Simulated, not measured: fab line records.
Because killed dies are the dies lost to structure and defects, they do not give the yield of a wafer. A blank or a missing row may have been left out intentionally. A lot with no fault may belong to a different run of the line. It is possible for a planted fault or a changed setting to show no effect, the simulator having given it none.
The tool behind it: which one? || flow berkeley-cmos170 || 7 lots with 21 wafers sampled at 3 steps, on a route of 331 steps

WHAT THE GAUGES READ, wafer by wafer
UCB170_PLDD_TW_MEAS_11.
{"lot": "L590", "measured": "day 8 12:37", "on": "film-metro-04", "PLDD_TW": "1007 1007 1004"}
{"lot": "L592", "measured": "day 9 03:13", "on": "film-metro-04", "PLDD_TW": "1005 1002 1006"}
{"lot": "L595", "measured": "day 9 22:38", "on": "film-metro-03", "PLDD_TW": "1012 1006 1005"}
{"lot": "L597", "measured": "day 10 13:46", "on": "film-metro-04", "PLDD_TW": "1003 996 1000"}
{"lot": "L603", "measured": "day 11 01:02", "on": "film-metro-04", "PLDD_TW": "30 30 30 30 30 30"}
{"lot": "L607", "measured": "day 11 10:31", "on": "film-metro-01", "PLDD_TW": "1016 1017 1016"}
{"lot": "L612", "measured": "day 12 18:48", "on": "film-metro-04", "PLDD_TW": "1008 1006 1009"}

WHAT TOOL EACH LOT RAN ON (gives the tool, then ch and the chambers of the sampled wafers, and finally the start)
{"lot": "L590", "UCB170_GATE_STRIP_16": "plasma-asher-01 ch 0,1, day 8 10:35", "UCB170_PLDD_STRIP_10": "plasma-asher-03 ch 0,1, day 8 12:31"}
{"lot": "L592", "UCB170_GATE_STRIP_16": "plasma-asher-02 ch 0,1, day 9 00:22", "UCB170_PLDD_STRIP_10": "plasma-asher-01 ch 0,1, day 9 03:06"}
{"lot": "L595", "UCB170_GATE_STRIP_16": "plasma-asher-04 ch 0,1, day 9 20:39", "UCB170_PLDD_STRIP_10": "plasma-asher-03 ch 0,1, day 9 22:32"}
{"lot": "L597", "UCB170_GATE_STRIP_16": "plasma-asher-02 ch 0, day 10 11:18", "UCB170_PLDD_STRIP_10": "plasma-asher-01 ch 0,1, day 10 13:39"}
{"lot": "L603", "UCB170_GATE_STRIP_16": "plasma-asher-02 ch 0,1, day 10 20:19", "UCB170_PLDD_STRIP_10": "plasma-asher-01 ch 0,1, day 11 00:57"}
{"lot": "L607", "UCB170_GATE_STRIP_16": "plasma-asher-04 ch 0,1, day 11 07:52", "UCB170_PLDD_STRIP_10": "plasma-asher-03 ch 0,1, day 11 10:24"}
{"lot": "L612", "UCB170_GATE_STRIP_16": "plasma-asher-01 ch 0,1, day 12 14:59", "UCB170_PLDD_STRIP_10": "plasma-asher-03 ch 0,1, day 12 18:42"}
- UCB170_GATE_STRIP_16: strips in O2.
- UCB170_PLDD_STRIP_10: strips in O2.

THE ANSWER, worked out from the rows above alone
Rule: usual is defined by the lots themselves. Put in order of their means at a reading, lots are off if they are a third of the lots or fewer, leave a main group of 4 or more, and stand apart from it by a gap of 3 or more times the standard deviation of the main group's means; of several such gaps the widest counts. A main group whose means are all the same, to the digits that the tables above print for the reading, isn't used. Also off: a lot with no number at a reading for which 4 or more lots have one. The other lots that the step has rows for count as sound.
Off: L603, seen at UCB170_PLDD_TW_MEAS_11 (PLDD_TW). Main group: mean 1007, sd 5.
If a tool, at a process step before that reading, ran all the lots that are off and no sound lot after the first of them, it fits. The gauges at UCB170_PLDD_TW_MEAS_11 are tried like those tools. 2 tools fit, plasma-asher-02 at UCB170_GATE_STRIP_16 and plasma-asher-01 at UCB170_PLDD_STRIP_10, so this cannot tell which one it is.

WHAT THE SIMULATOR HAD PUT IN
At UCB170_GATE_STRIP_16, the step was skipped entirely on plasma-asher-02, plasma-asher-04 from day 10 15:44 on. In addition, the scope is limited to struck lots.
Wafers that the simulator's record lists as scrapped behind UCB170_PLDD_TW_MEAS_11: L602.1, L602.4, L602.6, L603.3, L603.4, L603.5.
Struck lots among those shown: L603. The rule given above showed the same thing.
